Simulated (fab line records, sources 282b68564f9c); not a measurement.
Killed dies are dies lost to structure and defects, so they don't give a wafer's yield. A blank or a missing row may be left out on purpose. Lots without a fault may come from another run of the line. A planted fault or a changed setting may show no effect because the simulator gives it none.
fab line records | flow rit_cmos
record lots=13 wafers=39 last_day=7
route steps=202 shown ACTIVE@3 FOX2@24 NSD@140 M1@202
lots that met no fault: from a run of the same line without faults
start_h: hours from the record's first day to the start of the lot's first wafer shown | wait_h: hours since the lot's step before | " the same as in the row above | L1.1+2: a row that stands for several wafers | - no value, or no start given | * or withheld: withheld | < > ~ a bound
route shown NAME@n: a module of which the file shows steps, and the number in the route of the first | usual: mean/standard deviation of fault-free wafers | same: alike in all rows | chamber/n: place in a boat | sites: the reading at each site | _std_site: their standard deviation | _edge_site: outer sites' mean less inner sites' | radius_mm: how far each site lies from the wafer's centre | mask NAME#n: copy n | behind: the tool/chamber that last shaped the wafer | hold: why the lot was held/for how many hours/how that ended | device: the transistor (n, p or np) that didn't switch | end of line: the same wafers' tests at the end of the route | a step without rows: its recipe alone | killed: dies lost to structure and defects at the first sort, not the wafer's yield | map: a wafer's dies, x killed, . not, _ none there
set.NAME: the setting as run; set.NAME@STEP: as run at that earlier step | model.NAME: the simulator's own value behind a step, which no gauge read
steps of the route over a sample of lots; a table a step, a row a wafer
services: from which hour (start_h, from the record's first day; less than 0 if before it) a tool's chamber was out of use, for how many hours, and why
## steps
# step RIT_ACTIVE_THK_MEAS_02
# recipe reads=SiO2_of_ACTIVE_OXIDATION_01
# usual ACTIVE_OXIDE_THK=46.8/1.2
# columns lot.wafer tool chamber start_h wait_h ACTIVE_OXIDE_THK[nm]
L124.1 film_metro-02 - 12.17 0.0 48.0
L124.2 " - " " 48.3
L124.5 " - " " 47.5
L125.1 film_metro-03 - 17.05 0.0 44.9
L125.3 " - " " 44.7
L125.4 " - " " 44.6
L126.2 film_metro-03 - 22.06 0.0 48.0
L126.3 " - " " 48.0
L126.5 " - " " 49.0
L127.4 film_metro-01 - 27.08 0.0 45.4
L127.5 " - " " 46.1
L127.6 " - " " 46.3
L128.3 film_metro-03 - 32.07 0.0 47.2
L128.4 " - " " 47.1
L128.5 " - " " 46.6
L135.2 film_metro-02 - 67.53 0.0 48.7
L135.3 " - " " 48.8
L135.4 " - " " 48.9
L136.1 film_metro-03 - 72.05 0.0 44.6
L136.3 " - " " 44.5
L136.6 " - " " 45.2
L137.2 film_metro-02 - 77.06 0.0 47.2
L137.3 " - " " 46.4
L137.5 " - " " 47.1
L139.1 film_metro-03 - 87.05 0.0 46.1
L139.4 " - " " 46.7
L139.6 " - " " 46.6
L142.1 film_metro-03 - 102.05 0.0 46.1
L142.5 " - " " 46.2
L142.6 " - " " 46.8
L144.1 film_metro-02 - 112.05 0.0 47.8
L144.2 " - " " 47.1
L144.4 " - " " 46.8
L145.1 film_metro-01 - 117.05 0.0 45.6
L145.2 " - " " 45.9
L145.6 " - " " 46.2
L147.2 film_metro-01 - 127.06 0.0 46.6
L147.3 " - " " 45.7
L147.4 " - " " 46.8
# step RIT_ACTIVE_CVD_03
# recipe material=Si3N4 target_thk_nm=150 temp_c=810 precursor=SiH2Cl2/NH3 time_s=1500 pressure_mtorr=300 sih2cl2_flow_sccm=60 nh3_flow_sccm=150
# usual zone_power_source_pct=21.2/0.38
# columns lot.wafer tool chamber start_h wait_h zone_power_source_pct
L124.1 lpcvd-02 0 12.23 0.1 20.9
L124.2 " 0 " " 21.2
L124.5 " 0 " " 21.2
L125.1 lpcvd-02 0 17.11 0.1 21.6
L125.3 " 0 " " 21.2
L125.4 " 0 " " 20.9
L126.2 lpcvd-02 0 22.11 0.0 21.1
L126.3 " 0 " " 20.9
L126.5 " 0 " " 20.8
L127.4 lpcvd-02 0 27.11 0.0 21.1
L127.5 " 0 " " 21.0
L127.6 " 0 " " 21.1
L128.3 lpcvd-01 0 32.11 0.0 21.1
L128.4 " 0 " " 21.3
L128.5 " 0 " " 20.7
L135.2 lpcvd-02 0 67.58 0.0 20.6
L135.3 " 0 " " 21.1
L135.4 " 0 " " 21.0
L136.1 lpcvd-01 1 72.11 0.1 21.0
L136.3 " 1 " " 21.5
L136.6 " 1 " " 22.0
L137.2 lpcvd-02 1 77.11 0.0 21.6
L137.3 " 1 " " 21.8
L137.5 " 1 " " 21.7
L139.1 lpcvd-02 1 87.11 0.1 21.5
L139.4 " 1 " " 21.6
L139.6 " 1 " " 21.7
L142.1 lpcvd-01 0 102.11 0.1 20.8
L142.5 " 0 " " 21.1
L142.6 " 0 " " 20.7
L144.1 lpcvd-01 0 112.11 0.1 21.1
L144.2 " 0 " " 20.6
L144.4 " 0 " " 21.0
L145.1 lpcvd-01 1 117.11 0.1 21.4
L145.2 " 1 " " 21.5
L145.6 " 1 " " 21.4
L147.2 lpcvd-01 1 127.11 0.0 21.8
L147.3 " 1 " " 21.4
L147.4 " 1 " " 21.7
# step RIT_ACTIVE_THK_MEAS_04
# recipe reads=Si3N4_of_ACTIVE_CVD_03
# usual ACTIVE_NITRIDE_THK=150.3/1.4
# columns lot.wafer tool chamber start_h wait_h hold ACTIVE_NITRIDE_THK[nm]
L124.1 film_metro-01 - 13.64 0.0 - 152.3
L124.2 " - " " - 151.5
L124.5 " - " " - 152.3
L125.1 film_metro-02 - 18.53 0.0 - 148.7
L125.3 " - " " - 149.5
L125.4 " - " " - 150.3
L126.2 film_metro-01 - 23.54 0.0 - 150.2
L126.3 " - " " - 151.8
L126.5 " - " " - 151.1
L127.4 film_metro-03 - 28.56 0.0 - 148.5
L127.5 " - " " - 147.6
L127.6 " - " " - 148.6
L128.3 film_metro-02 - 33.55 0.0 - 150.6
L128.4 " - " " - 148.3
L128.5 " - " " - 149.1
L135.2 film_metro-02 - 69.00 0.0 await_dispo/0.2h/release 235.3
L135.3 " - " " await_dispo/0.2h/release 236.2
L135.4 " - " " await_dispo/0.2h/release 236.6
L135.2 film_metro-02 - 69.23 0.2 - 235.1
L135.3 " - " " - 236.4
L135.4 " - " " - 236.7
L136.1 film_metro-02 - 73.53 0.0 - 151.3
L136.3 " - " " - 152.2
L136.6 " - " " - 151.2
L137.2 film_metro-02 - 78.54 0.0 - 149.4
L137.3 " - " " - 150.2
L137.5 " - " " - 150.2
L139.1 film_metro-03 - 88.53 0.0 - 149.9
L139.4 " - " " - 151.3
L139.6 " - " " - 150.3
L142.1 film_metro-02 - 103.53 0.0 - 151.6
L142.5 " - " " - 150.3
L142.6 " - " " - 151.8
L144.1 film_metro-01 - 113.53 0.0 - 150.6
L144.2 " - " " - 149.7
L144.4 " - " " - 150.4
L145.1 film_metro-02 - 118.53 0.0 - 151.2
L145.2 " - " " - 151.0
L145.6 " - " " - 150.8
L147.2 film_metro-03 - 128.54 0.0 - 151.0
L147.3 " - " " - 153.0
L147.4 " - " " - 151.4
# step RIT_FOX2_THK_MEAS_01
# recipe reads=SiO2_of_FOX2_OXIDATION_00
# usual FOX2_OXIDE_THK=353/6.6
# columns lot.wafer tool chamber start_h wait_h FOX2_OXIDE_THK[nm]
L124.1 film_metro-03 - 18.78 0.0 354
L124.2 " - " " 354
L124.5 " - " " 356
L125.1 film_metro-03 - 23.37 0.0 358
L125.3 " - " " 364
L125.4 " - " " 360
L126.2 film_metro-01 - 29.87 0.0 356
L126.3 " - " " 350
L126.5 " - " " 359
L127.4 film_metro-01 - 33.46 0.0 361
L127.5 " - " " 362
L127.6 " - " " 356
L128.3 film_metro-03 - 39.58 0.0 365
L128.4 " - " " 360
L128.5 " - " " 368
L136.1 film_metro-03 - 78.37 0.0 346
L136.3 " - " " 355
L136.6 " - " " 346
L137.2 film_metro-01 - 84.32 0.0 358
L137.3 " - " " 353
L137.5 " - " " 349
L139.1 film_metro-03 - 93.59 0.0 336
L139.4 " - " " 344
L139.6 " - " " 344
L142.1 film_metro-01 - 109.55 0.0 354
L142.5 " - " " 349
L142.6 " - " " 350
L144.1 film_metro-01 - 118.31 0.0 351
L144.2 " - " " 346
L144.4 " - " " 346
L145.1 film_metro-04 - 123.46 0.0 350
L145.2 " - " " 351
L145.6 " - " " 354
L147.2 film_metro-03 - 135.79 0.0 344
L147.3 " - " " 348
L147.4 " - " " 347
# step RIT_NSD_STRIP_09
# recipe chemistry=O2 time_s=180 resist=NOVOLAK platen_temp_c=withheld power_w=500 pressure_mtorr=4000 o2_flow_sccm=4000
# usual drypump_motor_current_A=5.6/0.37
# columns lot.wafer tool chamber start_h wait_h drypump_motor_current_A rf_hours_counter_h
L124.1 plasma_asher-01 1 46.93 0.1 6.0 42
L124.2 " 0 " " 5.9 42
L124.5 " 0 " " 6.0 -
L125.1 plasma_asher-03 0 52.84 0.1 5.4 35
L125.3 " 0 " " 5.4 -
L125.4 " 1 " " 5.4 -
L126.2 plasma_asher-03 0 60.73 0.1 5.4 36
L126.3 " 0 " " 5.4 -
L126.5 " 1 " " 5.4 -
L127.4 plasma_asher-03 0 64.76 0.1 5.4 -
L127.5 " 0 " " 5.4 -
L127.6 " 1 " " 5.4 -
L128.3 plasma_asher-03 0 68.28 0.1 5.4 -
L128.4 " 1 " " 5.4 -
L128.5 " 1 " " 5.4 -
L136.1 plasma_asher-03 1 106.26 0.1 5.4 41
L136.3 " 0 " " 5.4 -
L136.6 " 1 " " 5.4 -
L137.2 plasma_asher-01 1 113.59 0.1 6.0 49
L137.3 " 0 " " 6.0 -
L137.5 " 0 " " 6.0 -
L139.1 plasma_asher-02 0 121.97 0.1 4.7 35
L139.4 " 1 " " 5.5 -
L139.6 " 1 " " 5.5 -
L142.1 plasma_asher-01 1 137.35 0.1 6.1 52
L142.5 " 1 " " 6.0 -
L142.6 " 0 " " 6.0 -
L144.1 plasma_asher-02 1 149.11 0.1 5.5 38
L144.2 " 0 " " 4.7 38
L144.4 " 1 " " 5.5 -
L145.1 plasma_asher-01 0 152.44 0.1 6.0 53
L145.2 " 1 " " 6.1 53
L145.6 " 0 " " 6.0 -
L147.2 plasma_asher-03 0 166.35 0.1 5.4 5
L147.3 " 1 " " 5.4 -
L147.4 " 0 " " 5.4 -
# step RIT_M1_PROBE_99
# usual defect_limited_yield=97.3/1.2 killed_at_M0_to_M3=0.0/0.083 killed_at_contacts=0.0/0.2 killed_at_front_end=7/3.1 killed_dies=7/3.1 killed_open=3.5/1.9 killed_short=3.6/2.1
# same gross_dies=264 killed_at_M4_up=0 killed_at_back_side=0 killed_at_other=0
# columns lot.wafer tool chamber start_h wait_h defect_limited_yield[%] killed_at_M0_to_M3 killed_at_contacts killed_at_front_end killed_dies killed_open killed_short
L124.1 prober-02 - 56.57 0.1 98.1 1 0 4 5 5 0
L124.2 prober-02 - 56.62 0.1 97.0 0 0 8 8 6 2
L124.5 prober-02 - 56.77 0.2 95.5 0 0 12 12 6 6
L125.1 prober-01 - 62.77 0.1 98.1 0 0 5 5 2 3
L125.3 prober-01 - 62.87 0.2 96.6 0 0 9 9 3 6
L125.4 prober-01 - 62.92 0.2 98.5 0 0 4 4 0 4
L126.2 prober-02 - 70.31 0.1 95.8 0 0 11 11 8 3
L126.3 prober-02 - 70.36 0.2 98.9 0 0 3 3 1 2
L126.5 prober-02 - 70.46 0.2 98.5 0 0 4 4 2 2
L127.4 prober-01 - 74.29 0.2 97.3 0 0 7 7 2 5
L127.5 prober-01 - 74.34 0.2 99.2 0 0 2 2 1 1
L127.6 prober-01 - 74.39 0.2 98.9 0 0 3 3 1 2
L128.3 prober-02 - 78.59 0.2 96.6 0 0 9 9 6 3
L128.4 prober-02 - 78.64 0.2 98.5 0 0 4 4 2 2
L128.5 prober-02 - 78.69 0.2 95.5 0 0 12 12 4 8
L136.1 prober-02 - 115.83 0.1 98.1 0 0 5 5 2 3
L136.3 prober-02 - 115.93 0.2 97.7 0 0 6 6 4 2
L136.6 prober-02 - 116.08 0.2 97.3 0 0 7 7 5 2
L137.2 prober-01 - 123.18 0.1 95.5 0 1 11 12 6 6
L137.3 prober-01 - 123.23 0.2 97.3 0 0 7 7 6 1
L137.5 prober-01 - 123.33 0.2 97.7 0 0 6 6 4 2
L139.1 prober-01 - 133.93 0.1 97.7 0 0 6 6 2 4
L139.4 prober-01 - 134.08 0.2 97.0 0 0 8 8 3 5
L139.6 prober-01 - 134.18 0.2 98.1 0 0 5 5 2 3
L142.1 prober-02 - 148.67 0.1 96.6 0 0 9 9 3 6
L142.5 prober-02 - 148.87 0.2 97.0 0 0 8 8 3 5
L142.6 prober-02 - 148.92 0.2 95.8 0 0 11 11 5 6
L144.1 prober-02 - 159.84 0.1 96.6 0 0 9 9 5 4
L144.2 prober-02 - 159.89 0.1 99.2 0 0 2 2 2 0
L144.4 prober-02 - 159.99 0.2 98.9 0 0 3 3 2 1
L145.1 prober-01 - 162.40 0.1 97.3 0 0 7 7 4 3
L145.2 prober-01 - 162.45 0.1 97.3 0 0 7 7 4 3
L145.6 prober-01 - 162.65 0.2 97.3 0 0 7 7 2 5
L147.2 prober-01 - 176.46 0.1 96.2 0 0 10 10 5 5
L147.3 prober-01 - 176.51 0.2 97.3 0 0 7 7 4 3
L147.4 prober-01 - 176.56 0.2 97.7 0 0 6 6 5 1
# killed by level:class
L124.1 GATE:geometric_particle:open=2 FOX1:geometric_particle:open=1 FOX2:geometric_particle:open=1 M1:geometric_particle:open=1
L124.2 GATE:geometric_particle:open=4 GATE:geometric_particle:short=2 SILICIDE:geometric_particle:open=2
L124.5 FOX2:geometric_particle:short=3 SPACER:geometric_particle:open=3 SPACER:geometric_particle:short=3 FOX2:geometric_particle:open=1 REOX:geometric_particle:open=1 SILICIDE:geometric_particle:open=1
L125.1 GATE:geometric_particle:open=2 FOX1:geometric_particle:short=1 FOX2:geometric_particle:short=1 GATE:geometric_particle:short=1
L125.3 GATE:geometric_particle:short=5 GATE:geometric_particle:open=2 FOX1:geometric_particle:short=1 SILICIDE:geometric_particle:open=1
L125.4 FOX1:geometric_particle:short=2 REOX:geometric_particle:short=1 SPACER:geometric_particle:short=1
L126.2 GATE:geometric_particle:open=6 GATE:geometric_particle:short=3 FOX2:geometric_particle:open=2
L126.3 FOX2:geometric_particle:short=2 FOX2:geometric_particle:open=1
L126.5 GATE:geometric_particle:short=1 GATE:geometric_particle:open=1 REOX:geometric_particle:short=1 SILICIDE:geometric_particle:open=1
L127.4 FOX1:geometric_particle:short=1 FOX2:geometric_particle:open=1 GATE:geometric_particle:open=1 GATE:geometric_particle:short=1 REOX:geometric_particle:short=1 SPACER:geometric_particle:short=1 SILICIDE:geometric_particle:short=1
L127.5 GATE:geometric_particle:open=1 GATE:geometric_particle:short=1
L127.6 FOX1:geometric_particle:short=2 SPACER:geometric_particle:open=1
L128.3 GATE:geometric_particle:open=5 GATE:geometric_particle:short=2 FOX1:geometric_particle:short=1 SILICIDE:geometric_particle:open=1
L128.4 GATE:geometric_particle:open=2 GATE:geometric_particle:short=2
L128.5 GATE:geometric_particle:short=7 FOX1:geometric_particle:open=1 GATE:geometric_particle:open=1 REOX:geometric_particle:short=1 SPACER:geometric_particle:open=1 SILICIDE:geometric_particle:open=1
L136.1 FOX2:geometric_particle:short=1 GATE:geometric_particle:open=1 SPACER:geometric_particle:short=1 SILICIDE:geometric_particle:open=1 SILICIDE:geometric_particle:short=1
L136.3 FOX1:geometric_particle:short=1 GATE:geometric_particle:open=1 GATE:geometric_particle:short=1 REOX:geometric_particle:open=1 SPACER:geometric_particle:open=1 SILICIDE:geometric_particle:open=1
L136.6 FOX1:geometric_particle:open=2 FOX1:geometric_particle:short=1 FOX2:geometric_particle:open=1 GATE:geometric_particle:open=1 SPACER:geometric_particle:open=1 REOX:geometric_particle:short=1
L137.2 GATE:geometric_particle:open=4 GATE:geometric_particle:short=3 FOX1:geometric_particle:short=1 FOX1:geometric_particle:open=1 SILICIDE:geometric_particle:short=1 SILICIDE:geometric_particle:open=1 CONTACT:geometric_particle:short=1
L137.3 GATE:geometric_particle:open=4 GATE:geometric_particle:short=1 REOX:geometric_particle:open=1 SILICIDE:geometric_particle:open=1
L137.5 GATE:geometric_particle:open=4 GATE:geometric_particle:short=2
L139.1 GATE:geometric_particle:short=3 GATE:geometric_particle:open=1 SPACER:geometric_particle:open=1 SILICIDE:geometric_particle:short=1
L139.4 GATE:geometric_particle:open=2 SILICIDE:geometric_particle:short=2 FOX2:geometric_particle:short=1 GATE:geometric_particle:short=1 SPACER:geometric_particle:short=1 SILICIDE:geometric_particle:open=1
L139.6 FOX1:geometric_particle:short=1 GATE:geometric_particle:open=1 GATE:geometric_particle:short=1 SILICIDE:geometric_particle:open=1 SILICIDE:geometric_particle:short=1
L142.1 GATE:geometric_particle:short=4 FOX1:geometric_particle:open=1 REOX:geometric_particle:short=1 SPACER:geometric_particle:open=1 SILICIDE:geometric_particle:short=1 SILICIDE:geometric_particle:open=1
L142.5 GATE:geometric_particle:short=2 GATE:geometric_particle:open=2 FOX1:geometric_particle:open=1 REOX:geometric_particle:short=1 SPACER:geometric_particle:short=1 SILICIDE:geometric_particle:short=1
L142.6 GATE:geometric_particle:open=2 GATE:geometric_particle:short=2 SILICIDE:geometric_particle:short=2 ACTIVE:geometric_particle:open=1 FOX1:geometric_particle:open=1 REOX:geometric_particle:short=1 REOX:geometric_particle:open=1 SPACER:geometric_particle:short=1
L144.1 GATE:geometric_particle:open=4 GATE:geometric_particle:short=3 FOX2:geometric_particle:short=1 REOX:geometric_particle:open=1
L144.2 SPACER:geometric_particle:open=1 SILICIDE:geometric_particle:open=1
L144.4 FOX1:geometric_particle:open=1 SPACER:geometric_particle:open=1 SPACER:geometric_particle:short=1
L145.1 SPACER:geometric_particle:open=3 GATE:geometric_particle:short=1 REOX:geometric_particle:short=1 SPACER:geometric_particle:short=1 SILICIDE:geometric_particle:open=1
L145.2 GATE:geometric_particle:open=3 FOX1:geometric_particle:short=1 SPACER:geometric_particle:short=1 SILICIDE:geometric_particle:short=1 SILICIDE:geometric_particle:open=1
L145.6 SILICIDE:geometric_particle:short=3 GATE:geometric_particle:short=1 REOX:geometric_particle:open=1 SPACER:geometric_particle:short=1 SILICIDE:geometric_particle:open=1
L147.2 GATE:geometric_particle:open=3 GATE:geometric_particle:short=2 REOX:geometric_particle:short=2 REOX:geometric_particle:open=2 SPACER:geometric_particle:short=1
L147.3 FOX1:geometric_particle:open=2 REOX:geometric_particle:short=2 FOX2:geometric_particle:short=1 GATE:geometric_particle:open=1 SILICIDE:geometric_particle:open=1
L147.4 GATE:geometric_particle:open=2 FOX1:geometric_particle:open=1 FOX2:geometric_particle:short=1 SPACER:geometric_particle:open=1 SILICIDE:geometric_particle:open=1
## services
# columns tool chamber start_h hours kind
lpcvd-02 - -3.66 2.8 pm
plasma_asher-03 - 30.14 7.3 repair
plasma_asher-02 - 50.59 2.3 repair
plasma_asher-01 - 60.14 2.8 pm
plasma_asher-02 - 77.20 0.7 repair
plasma_asher-02 - 78.69 1.6 repair
plasma_asher-03 - 79.26 1.9 repair
plasma_asher-02 - 88.25 2.5 repair
lpcvd-01 - 96.11 6.0 pm
plasma_asher-03 - 108.75 9.0 pm
plasma_asher-03 0 108.75 9.0 vent_cycle
plasma_asher-03 1 108.75 9.0 vent_cycle
lpcvd-02 - 115.61 6.0 pm
plasma_asher-03 0 117.75 - clean
plasma_asher-03 1 117.75 - clean
plasma_asher-03 - 133.45 1.9 repair
## key
first_sign step=RIT_ACTIVE_THK_MEAS_04 reading=visit direction=added
effect step=RIT_ACTIVE_THK_MEAS_04 reading=ACTIVE_NITRIDE_THK direction=up sigmas=60 usual=150.3 struck=236.1
met_at RIT_ACTIVE_CVD_03
struck_lots L135
struck_wafers L135.2,L135.3,L135.4
scrapped_behind RIT_ACTIVE_THK_MEAS_04 L135.2,L135.3,L135.4
not_acting_at RIT_ACTIVE_THK_MEAS_02,RIT_FOX2_THK_MEAS_01,RIT_NSD_STRIP_09
onset_between 27.11 67.58
fault kind=process_parameter_drift tool=lpcvd-02 chamber=0 onset_h=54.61 steps=RIT_ACTIVE_CVD_03 channel=target_thk_nm offset=86.73 shape=step end_h=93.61 acts_in=these_recipes_only stated=150
